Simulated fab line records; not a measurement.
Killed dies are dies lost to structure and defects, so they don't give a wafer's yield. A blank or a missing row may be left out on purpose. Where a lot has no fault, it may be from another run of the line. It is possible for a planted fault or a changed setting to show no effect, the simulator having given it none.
Which of the tools did it?	flow berkeley cmos170	at 1 step of a route of 331, 15 lots with 45 wafers sampled

WHAT THE GAUGES READ, wafer by wafer
The record lacks any reading of a measuring or inspecting step that a usual standard deviation could be used to judge.

TOOL THAT RAN EACH LOT (tool first, then ch and the chambers of the sampled wafers, then the start)
lot	UCB170_NVT_EXPOSE_03
L316	krf scanner-01 ch 0, day 5 01:58
L319	krf scanner-01 ch 0, day 5 23:10
L320	krf scanner-02 ch 0, day 6 07:16
L321	krf scanner-02 ch 0, day 6 07:40
L322	krf scanner-01 ch 0, day 6 17:12
L323	krf scanner-02 ch 0, day 6 17:29
L324	krf scanner-02 ch 0, day 7 02:46
L325	krf scanner-02 ch 0, day 7 07:02
L332	krf scanner-01, day 8 22:37
L333	krf scanner-02, day 8 23:08
L334	krf scanner-01, day 9 08:16
L339	krf scanner-01 ch 0, day 9 16:06
L337	krf scanner-01 ch 0, day 9 16:20
L336	krf scanner-02 ch 0, day 9 16:34
L338	krf scanner-02 ch 0, day 9 16:43
- UCB170_NVT_EXPOSE_03: exposes mask PWELL, target cd 3000 nm.

WHAT THE TOOLS THEMSELVES READ (means of the sampled wafers that have a number; where no wafer has one, the mark that the record gives instead)
UCB170_NVT_EXPOSE_03. Usual: exposure dose mJ cm2 29.995, standard deviation 0.028; focus offset nm 0.0 nm, standard deviation 0.55.
lot	tool	exposure dose mJ cm2	focus offset nm (nm)	flag
L316	krf scanner-01	29.984	0.2	
L319	krf scanner-01	30.006	-1.4	
L320	krf scanner-02	29.964	0.3	
L321	krf scanner-02	30.014	0.1	
L322	krf scanner-01	29.990	-0.2	
L323	krf scanner-02	30.014	0.4	
L324	krf scanner-02	29.990	0.8	
L325	krf scanner-02	30.000	-0.0	
L332	krf scanner-01	-	-	OFF
L333	krf scanner-02	-	-	OFF
L334	krf scanner-01	-	-	OFF
L339	krf scanner-01	29.955	0.9	
L337	krf scanner-01	29.998	-0.0	
L336	krf scanner-02	29.980	-0.7	
L338	krf scanner-02	29.988	-0.2	

THE ANSWER, worked out from the rows above alone
Rule: a lot is off if the mean of its wafers that have a number lies more than 3 standard deviations from the usual mean. A lot without any number at a reading at which 4 lots or more have one is off too. The other lots that the step has rows for count as sound. First the gauges in route order, then the tools' own readings, where a lot's mean is used as printed above. The first step at which some lot is off is used, and at that step the reading that is off furthest; a lot without a number counts as furthest.
Off at UCB170_NVT_EXPOSE_03 (exposure dose mJ cm2): L332, L333, L334. Without a number there: L332, L333, L334.
If a tool, at that step or one of the process steps before it, ran each lot that is off and ran no sound lot following the first of them, it fits. None of those tried fits.

WHAT THE SIMULATOR HAD PUT IN
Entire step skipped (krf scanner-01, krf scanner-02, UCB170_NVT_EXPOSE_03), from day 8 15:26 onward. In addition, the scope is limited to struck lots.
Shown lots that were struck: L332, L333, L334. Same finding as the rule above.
